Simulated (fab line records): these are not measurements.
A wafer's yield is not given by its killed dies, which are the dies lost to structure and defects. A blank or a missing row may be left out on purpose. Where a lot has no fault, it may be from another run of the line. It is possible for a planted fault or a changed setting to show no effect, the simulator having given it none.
2 desks looking at one fault    flow berkeley-cmos170    what lay behind the numbers comes last; until then each desk has only its own

## FOR THE TOOL OWNER'S DESK: rie-diel-04
The tool's own readings at UCB170_SPACER_ETCHBACK_03 (etches SiO2 in CHF3/CF4/Ar, stops on Si, target depth 376 nm, time 100 s): means of the sampled wafers that have a number, for each lot that ran on this tool. Marked OUT: a lot whose mean sits more than 4 standard deviations from the usual mean, which makes it out of limits; the brackets give that distance.
Columns: A = chamber-pressure-mTorr at UCB170_SPACER_ETCHBACK_03, usual 199.99 mTorr; B = drypump-motor-current-A at UCB170_SPACER_ETCHBACK_03, usual 5.9 A; C = oes-product-au at UCB170_SPACER_ETCHBACK_03, usual 0.902 a.u.; D = rf-fwd-power-W at UCB170_SPACER_ETCHBACK_03, usual 496.9 W; E = throttle-valve-pct at UCB170_SPACER_ETCHBACK_03, usual 6.48 %
lot   first seen here  A       B    C      D                E
L850  day 6 02:01      200.08  5.7  0.900  497.3            6.51
L867  day 10 17:08     199.95  5.8  0.895  523.9 (+17) OUT  6.57
This desk's finding: out of limits on L867; first on L867, day 10 17:08 (rf-fwd-power-W at UCB170_SPACER_ETCHBACK_03). L850: within limits.

## METROLOGY DESK
Means of the sampled wafers that have a number, per lot and without regard to the tool the lot ran on: this is what the gauges read. Marked OUT: a lot whose mean sits more than 4 standard deviations from the usual mean, which makes it out of limits; the brackets give that distance.
Columns: A = cd-nm at UCB170_NLDD_CD_MEAS_06, usual 1199.6 nm; B = NLDD_OVL at UCB170_NLDD_OVL_MEAS_07, usual -1 nm; C = NLDD_TW at UCB170_NLDD_TW_MEAS_11, usual 2219; D = SPACER_TEOS_THK at UCB170_SPACER_THK_MEAS_01, usual 377 nm
lot   first seen here  A       B   C     D
L850  day 5 21:21      1196.8  1   2225  378
L853  day 6 18:40      1199.1  11  2233  379
L867  day 10 10:50     1199.4  -0  2220  376
L870  day 10 11:16     1200.4  0   2221  376
L872  day 11 02:08     1200.2  4   2217  377
This desk's finding: nothing out of limits on any of the 5 lots.

## TAKEN TOGETHER
The tool owner's desk had the chance to raise an alarm at day 10 17:08 on L867.
Metrology desk: nothing out of limits seen.
The metrology desk holds a record of L867, inside its limits.
Every lot named ran UCB170_SPACER_ETCHBACK_03 on rie-diel-04.

## WHAT THE SIMULATOR HAD PUT IN
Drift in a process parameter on rie-diel-04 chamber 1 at UCB170_SPACER_ETCHBACK_03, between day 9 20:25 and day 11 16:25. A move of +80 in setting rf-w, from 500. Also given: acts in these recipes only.
Lots struck among those shown: L867.
Time in hours from fault onset to the first out-of-limits reading at each desk: the tool owner's desk, 21.
